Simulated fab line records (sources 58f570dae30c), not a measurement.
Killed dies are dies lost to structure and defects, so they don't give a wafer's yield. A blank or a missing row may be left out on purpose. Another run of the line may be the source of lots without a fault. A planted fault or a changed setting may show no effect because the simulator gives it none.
Which of the tools did it? | flow berkeley-cmos170 | 43 wafers from 15 lots sampled at 4 of the route's 331 steps

## WHAT THE GAUGES READ, wafer by wafer
UCB170_M2_CD_MEAS_15: target cd 700 nm. Usual: 699.6 nm for cd-nm, sd 1.3.
lot  | measured     | on        | cd-nm (nm)        | flag
L212 | day 7 05:59  | cd-sem-02 | 699.3 698.6 698.2 |
L213 | day 7 12:07  | cd-sem-02 | 701.8 702.3 700.5 |
L214 | day 7 12:07  | cd-sem-01 | 699.2 698.0 699.0 |
L216 | day 7 22:30  | cd-sem-01 | 698.1 698.5 698.7 |
L215 | day 7 22:01  | cd-sem-01 | 699.6 699.4 700.2 |
L217 | day 7 22:17  | cd-sem-02 | 699.1 700.2 698.3 |
L218 | day 8 11:53  | cd-sem-01 | 702.7 702.6 701.6 |
L221 | day 9 16:31  | cd-sem-02 | 697.8 698.2       |
L223 | day 9 17:34  | cd-sem-02 | 701.1 699.3       |
L227 | day 10 07:19 | cd-sem-01 | 700.2 700.5 700.4 |
L228 | day 10 21:36 | cd-sem-02 | 699.9 701.0 699.7 |
L230 | day 11 09:32 | cd-sem-02 | 701.6 699.8 700.7 |
L231 | day 11 09:46 | cd-sem-02 | 698.1 698.7 698.8 |
L234 | day 12 16:19 | cd-sem-01 | 701.2 701.1 699.3 |
L235 | day 12 16:35 | cd-sem-02 | 699.8 700.3 699.3 |

UCB170_M3_CD_MEAS_15: target cd 700 nm. Usual: 699.7 nm for cd-nm, sd 1.5.
lot  | measured     | on        | cd-nm (nm)        | flag
L212 | day 7 13:15  | cd-sem-01 | 700.0 699.8 699.9 |
L213 | day 7 18:45  | cd-sem-01 | 699.5 701.0 701.0 |
L214 | day 7 19:10  | cd-sem-01 | 701.0 701.0 701.2 |
L216 | day 8 04:47  | cd-sem-01 | 699.6 698.1 699.2 |
L215 | day 8 04:20  | cd-sem-01 | 699.5 699.4 699.6 |
L217 | day 8 04:32  | cd-sem-02 | 698.8 697.4 698.2 |
L218 | day 8 16:59  | cd-sem-02 | 697.7 698.8 698.3 |
L221 | day 9 21:41  | cd-sem-01 | 702.8 702.9       |
L223 | day 9 23:31  | cd-sem-01 | 699.3 699.0       |
L227 | day 10 12:41 | cd-sem-02 | 698.5 698.9 699.6 |
L228 | day 11 02:43 | cd-sem-02 | 698.6 697.4 696.7 |
L230 | day 11 15:08 | cd-sem-01 | 698.2 699.3 699.8 |
L231 | day 11 15:25 | cd-sem-01 | 699.6 699.1 699.7 |
L234 | day 13 01:20 | cd-sem-02 | 698.8 699.0 700.2 |
L235 | day 13 01:27 | cd-sem-01 | 701.3 700.0 699.5 |

## WHICH TOOL RAN EACH LOT (tool, then ch and the chambers of the sampled wafers, then the start)
lot  | UCB170_M1_ETCH_11                  | UCB170_M3_STRIP_07
L212 | rie-diel-03 ch 1,2, day 6 21:53    | plasma-asher-04 ch 0,1, day 7 11:37
L213 | rie-diel-03 ch 0,1, day 7 02:10    | plasma-asher-03 ch 0,1, day 7 16:08
L214 | rie-diel-02 ch 1,2, day 7 03:28    | plasma-asher-04 ch 0,1, day 7 17:29
L216 | rie-diel-01 ch 0,1,3, day 7 13:08  | plasma-asher-04 ch 0,1, day 8 02:51
L215 | rie-diel-03 ch 1,2,3, day 7 13:24  | plasma-asher-04 ch 0,1, day 8 02:19
L217 | rie-diel-03 ch 1,2, day 7 13:40    | plasma-asher-03 ch 0,1, day 8 02:49
L218 | rie-diel-02 ch 0,1,3, day 8 01:50  | plasma-asher-03 ch 0,1, day 8 15:39
L221 | rie-diel-03 ch 1,3, day 9 02:52    | plasma-asher-02 ch 0,1, day 9 20:13
L223 | rie-diel-03 ch 1,3, day 9 03:34    | plasma-asher-02 ch 0,1, day 9 22:06
L227 | rie-diel-03 ch 1,2,3, day 9 22:32  | plasma-asher-02 ch 0,1, day 10 11:16
L228 | rie-diel-01 ch 1,2,3, day 10 12:07 | plasma-asher-02 ch 0,1, day 11 01:19
L230 | rie-diel-02 ch 0,1,2, day 10 23:17 | plasma-asher-02 ch 0,1, day 11 13:17
L231 | rie-diel-02 ch 1,2,3, day 11 00:52 | plasma-asher-03 ch 0,1, day 11 13:32
L234 | rie-diel-02 ch 1,2, day 12 02:35   | plasma-asher-04 ch 0,1, day 12 20:02
L235 | rie-diel-02 ch 0,1,2, day 12 04:03 | plasma-asher-02 ch 0,1, day 12 20:25
- UCB170_M1_ETCH_11: etches BARC in N2/H2.
- UCB170_M3_STRIP_07: strips in O2.

## AS READ BY THE TOOLS THEMSELVES (means over the sampled wafers that have a number; for cases with no such wafer, the mark the record gives instead)
UCB170_M1_ETCH_11. Usual: drypump-motor-current-A 5.7 A, standard deviation 0.5; h2-flow-sccm 200.0 sccm, standard deviation 0.6; oes-product-au 1.000 a.u., standard deviation 0.024; throttle-valve-pct 13.28 %, standard deviation 0.17.
lot  | tool        | drypump-motor-current-A (A) | h2-flow-sccm (sccm) | oes-product-au (a.u.) | throttle-valve-pct (%) | flag
L212 | rie-diel-03 | 5.3                         | 200.0               | 0.979                 | 13.30                  |
L213 | rie-diel-03 | 5.1                         | 200.7               | 0.995                 | 13.19                  |
L214 | rie-diel-02 | 5.4                         | 200.0               | 0.981                 | 13.35                  |
L216 | rie-diel-01 | 5.6                         | 200.0               | 0.990                 | 13.25                  |
L215 | rie-diel-03 | 5.7                         | 199.6               | 1.001                 | 13.28                  |
L217 | rie-diel-03 | 5.6                         | 200.1               | 0.982                 | 13.28                  |
L218 | rie-diel-02 | 6.0                         | 200.0               | 1.003                 | 13.35                  |
L221 | rie-diel-03 | 5.6                         | 200.4               | 1.007                 | 13.29                  |
L223 | rie-diel-03 | 5.6                         | 200.2               | 1.012                 | 13.30                  |
L227 | rie-diel-03 | 5.7                         | 199.0               | 1.012                 | 13.29                  |
L228 | rie-diel-01 | 5.8                         | 199.9               | 1.024                 | 13.17                  |
L230 | rie-diel-02 | 5.5                         | 199.9               | 1.009                 | 13.31                  |
L231 | rie-diel-02 | 5.7                         | 200.5               | 0.984                 | 13.43                  |
L234 | rie-diel-02 | 5.2                         | 200.5               | 0.999                 | 13.39                  |
L235 | rie-diel-02 | 5.5                         | 200.2               | 0.995                 | 13.32                  |

UCB170_M3_STRIP_07. Usual: drypump-motor-current-A 5.5 A, standard deviation 0.45; oes-product-au 0.735 a.u., standard deviation 0.0041; strip-time-to-endpoint-s 21.96 s, standard deviation 0.062.
lot  | tool            | drypump-motor-current-A (A) | oes-product-au (a.u.) | strip-time-to-endpoint-s (s) | flag
L212 | plasma-asher-04 | 5.6                         | 0.738                 | 21.88                        |
L213 | plasma-asher-03 | 5.6                         | 0.731                 | 21.97                        |
L214 | plasma-asher-04 | 5.6                         | 0.735                 | 21.94                        |
L216 | plasma-asher-04 | 5.6                         | 0.732                 | 21.93                        |
L215 | plasma-asher-04 | 5.7                         | 0.738                 | 21.94                        |
L217 | plasma-asher-03 | 5.7                         | 0.733                 | 21.87                        |
L218 | plasma-asher-03 | 5.7                         | 0.733                 | 21.93                        |
L221 | plasma-asher-02 | 5.2                         | 0.738                 | 21.98                        |
L223 | plasma-asher-02 | 5.2                         | 0.735                 | 21.93                        |
L227 | plasma-asher-02 | 5.0                         | 0.731                 | 21.89                        |
L228 | plasma-asher-02 | 5.0                         | 0.738                 | 21.89                        |
L230 | plasma-asher-02 | 5.0                         | 0.736                 | 22.04                        |
L231 | plasma-asher-03 | 5.7                         | 0.739                 | 22.01                        |
L234 | plasma-asher-04 | 5.7                         | 0.731                 | 22.10                        |
L235 | plasma-asher-02 | 5.5                         | 0.740                 | 21.96                        |

## THE ANSWER, worked out from the rows above alone
Rule: take the mean of a lot's wafers that have a number; if it is more than 3 standard deviations from the usual mean, the lot is off. Also off: a lot with no number at a reading for which 4 or more lots have one. Where the step has rows for the other lots, those lots are counted as sound. Order of review: gauges by route order, followed by the tools' own readings, for which a lot's mean as printed above is used. At the first step where some lot is off, the reading lying furthest off is the one used; lots without a number count as furthest.
Across all readings shown, no lot is off: no conclusion can be drawn from this.

## WHAT WAS PUT IN BY THE SIMULATOR
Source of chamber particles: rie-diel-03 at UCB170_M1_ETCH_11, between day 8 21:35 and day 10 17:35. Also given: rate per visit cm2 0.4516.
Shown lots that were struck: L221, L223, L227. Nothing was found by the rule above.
